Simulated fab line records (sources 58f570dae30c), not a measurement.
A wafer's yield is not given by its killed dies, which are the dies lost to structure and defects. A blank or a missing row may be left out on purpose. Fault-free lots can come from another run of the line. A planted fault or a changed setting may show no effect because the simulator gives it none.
One fault seen from 2 desks	flow berkeleyCmos170	each desk holds nothing but its own numbers, with what lay behind them at the end

## AT THE METROLOGY DESK
Means of the sampled wafers that have a number, per lot and without regard to the tool the lot ran on: this is what the gauges read. Any lot whose mean is over 4 standard deviations away from the usual mean is out of limits and marked OUT; that distance is given in the brackets.
Columns: A = M1_AL_RS at UCB170_M1_RS_MEAS_01, usual 0.0483 ohm/sq; B = M1_AL_THK at UCB170_M1_THK_MEAS_02, usual 597 nm; C = cdNm at UCB170_M1_CD_MEAS_09, usual 700.0 nm; D = M1_OVL at UCB170_M1_OVL_MEAS_10, usual 0 nm
lot	first seen here	A	B	C	D
L883	day 9 02:07	0.0475	606	700.4	-9
L886	day 10 02:54	0.0475	611	699.2	-2
L889	day 11 02:02	0.0489	588	703.4	0
L895	day 11 02:11	0.0479	602	699.7	0
L897	day 11 21:08	0.0481	600	701.1	-1
L902	day 12 22:56	0.0481	604	699.4	0
This desk's finding: nothing out of limits on any of the 6 lots.

## THE TOOL OWNER'S DESK: rieMetal-01
The tool's own readings at UCB170_M1_METAL_ETCH_12 (etches Al in Cl2/BCl3, stops on PSG, target depth 780 nm, time 130 s): means of the sampled wafers that have a number, for each lot that ran on this tool. Any lot whose mean is over 4 standard deviations away from the usual mean is out of limits and marked OUT; that distance is given in the brackets.
Columns: A = drypumpMotorCurrentA at UCB170_M1_METAL_ETCH_12, usual 5.8 A; B = oesProductAu at UCB170_M1_METAL_ETCH_12, usual 0.842 a.u.; C = runLengthS at UCB170_M1_METAL_ETCH_12, usual 158.5 s; D = throttleValvePct at UCB170_M1_METAL_ETCH_12, usual 24.39 %
lot	first seen here	A	B	C	D
L883	day 9 03:34	5.9	0.845	157.7	24.63
L895	day 11 03:55	5.2	0.910 (+6.2) OUT	148.5 (-7.7) OUT	24.05
L897	day 11 22:41	5.6	0.907 (+5.9) OUT	148.3 (-7.8) OUT	24.33
This desk finds L895, L897 out of limits, L895 being first, at day 11 03:55 (oesProductAu at UCB170_M1_METAL_ETCH_12). Within limits: L883.

## BROUGHT TOGETHER
An alarm could have come from the tool owner's desk at day 11 03:55, on L895, L897.
At the metrology desk, nothing out of limits was observed.
The metrology desk has L895, L897 on record, within its limits.
Every lot named ran UCB170_M1_METAL_ETCH_12 on rieMetal-01.

## WHAT THE SIMULATOR HAD INSERTED
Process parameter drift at UCB170_M1_METAL_ETCH_12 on rieMetal-01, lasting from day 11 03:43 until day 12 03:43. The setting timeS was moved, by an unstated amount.
Struck lots among those shown: L895, L897.
Delay in hours, fault start to first out-of-limits reading, by desk: the tool owner's desk at 0.
